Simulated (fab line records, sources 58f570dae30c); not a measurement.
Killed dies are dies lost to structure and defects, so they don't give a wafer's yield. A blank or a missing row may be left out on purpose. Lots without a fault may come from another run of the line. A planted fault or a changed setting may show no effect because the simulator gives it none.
A struck lot beside a sound one ; flow berkeley cmos170 ; 14 out of 331 route steps
Sound: the wafers L474.1, L474.2, L474.6. Wafers L471.1, L471.3, L471.5 were the ones struck. Last of all comes the cause.
Order at every step that has rows: each side's tool, ch and its chambers, its first start. Under that, the readings that differ: sound wafers ; struck wafers ; difference of the means ; sigmas: that difference in standard deviations of wafers without a fault.
alike: words and numbers the same on both sides, and readings whose means are apart by under 2 such deviations; not compared: readings that were withheld, readings missing a value for some wafer, numbers with overlapping values and no deviation given by the record, and bounds like >300 which may hide the same value.
A row with sigmas, a row that says differs or no value, or rows on one side alone: a step with any of these is where the two part. When numbers do not overlap yet have no deviation, they are printed without sigmas and do not part them. A reading that every wafer of one side lacks parts them only if that side has two wafers or more.

UCB170_ZERO_ETCH_06: etches SiO2 in CHF3/CF4/Ar, time 12 s.
  sound on rie diel-04 ch 0,1,3, day 5 02:30; struck on rie diel-04 ch 0,2, day 4 07:33
  alike: CHF3_flow_sccm, drypump motor current A, oes product au, throttle valve pct
  not compared: rf hours counter h
UCB170_ZERO_STRIP_07: strips in O2.
  sound on plasma asher-01 ch 0,1, day 5 02:32; struck on plasma asher-01 ch 0,1, day 4 07:34
  alike: drypump motor current A, oes product au, strip time to endpoint s
  not compared: rf hours counter h
then, 2 steps without rows for these wafers: UCB170_NWELL_WET_ETCH_00 (etches SiO2 in dHF, time 200 s); UCB170_NWELL_OXIDATION_01 (target thk 26.4 nm, ox time 1260 s).
UCB170_NWELL_THK_MEAS_02:
  sound on film metro-01, day 5 05:59; struck on film metro-04, day 4 11:29
  alike: NWELL_OXIDE_THK
then, 2 steps without rows for these wafers: UCB170_NWELL_ANNEAL_03 (time 900 s); UCB170_NWELL_CVD_04 (deposits Si3N4 from SiH2Cl2/NH3, target thk 224 nm, time 3360 s).
UCB170_NWELL_THK_MEAS_05:
  sound on film metro-04, day 5 09:14; struck on film metro-02, day 4 20:41
  alike: NWELL_NITRIDE_THK
then, 4 steps without rows for these wafers: UCB170_NWELL_HMDS_06 (prime time 60 s); UCB170_NWELL_COAT_07 (resist thk 900 nm); UCB170_NWELL_SOFTBAKE_08 (time 60 s); UCB170_NWELL_EXPOSE_09 (exposes mask NWELL, target cd 3000 nm).
UCB170_NWELL_PEB_10:
  sound on litho track-04 ch 0, day 5 11:55; struck on litho track-01, day 4 22:47
  no value came back on the struck wafers for chill plate temp C (C), exhaust pa (Pa); on the sound wafers chill plate temp C (C) reads 23.11 23.04 23.03
then, 1 step without rows for these wafers: UCB170_NWELL_DEVELOP_11 (develop time 45 s).

## WHERE THEY PART
Only at UCB170_NWELL_PEB_10, as far as this record shows.

WHY: whatever the simulator had introduced
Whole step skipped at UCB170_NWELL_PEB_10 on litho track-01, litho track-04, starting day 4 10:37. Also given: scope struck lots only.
